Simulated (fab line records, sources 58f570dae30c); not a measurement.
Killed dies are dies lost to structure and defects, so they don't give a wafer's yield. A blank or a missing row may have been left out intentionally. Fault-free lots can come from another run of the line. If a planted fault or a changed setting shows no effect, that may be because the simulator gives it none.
Matching of chambers ; flow berkeley cmos170 ; UCB170_GATE_ETCH_15 on rie si-02 has 4 sister chambers
The step etches poly-Si in HBr/Cl2, stops on SiO2, time 56.3 s, target depth 278.2 nm. 8 wafers are shown with their chamber, then 9 later ones without.

== WAFERS WITH THEIR CHAMBER ==
wafer;chamber;throttle valve pct (%);drypump motor current A (A)
L976.3;3;26.09;6.1
L978.4;3;26.09;6.1
L983.1;2;26.24;4.8
L983.2;0;26.55;4.9
L983.4;1;26.73;5.1
L985.3;0;26.54;4.8
L985.5;2;26.22;4.8
L985.6;1;26.72;5.2

== WAFERS WITHOUT THEIR CHAMBER ==
wafer;throttle valve pct (%);drypump motor current A (A)
L986.1;26.22;4.8
L986.2;26.73;5.1
L986.3;26.11;6.1
L990.1;26.56;4.9
L990.2;26.25;4.8
L990.6;26.24;4.8
L991.2;26.55;4.9
L991.3;26.24;4.8
L991.4;26.09;6.1

== CHAMBER TAKEN BY EACH ==
wafer;from the rows above;in truth
L986.1;2;2
L986.2;1;1
L986.3;3;3
L990.1;0;0
L990.2;2;2
L990.6;2;2
L991.2;0;0
L991.3;2;2
L991.4;3;3
Correctly placed: 9 of 9. From these rows, 0 cannot be placed. Placed wrongly: 0.
How it was worked out, from the rows above alone: a wafer's distance from a chamber is the root of the sum, over the readings, of the square of ((its reading less the chamber's mean) divided by the reading's scatter). The wafer belongs to the nearest chamber; if the next one is less than 2 further off, it can't be placed. For every chamber, the mean is computed from those of its wafers that are shown. How the scatter is found: for the shown wafers, subtract from each reading the mean of its chamber, square and add these, divide the total by (wafers less chambers), then take the root.
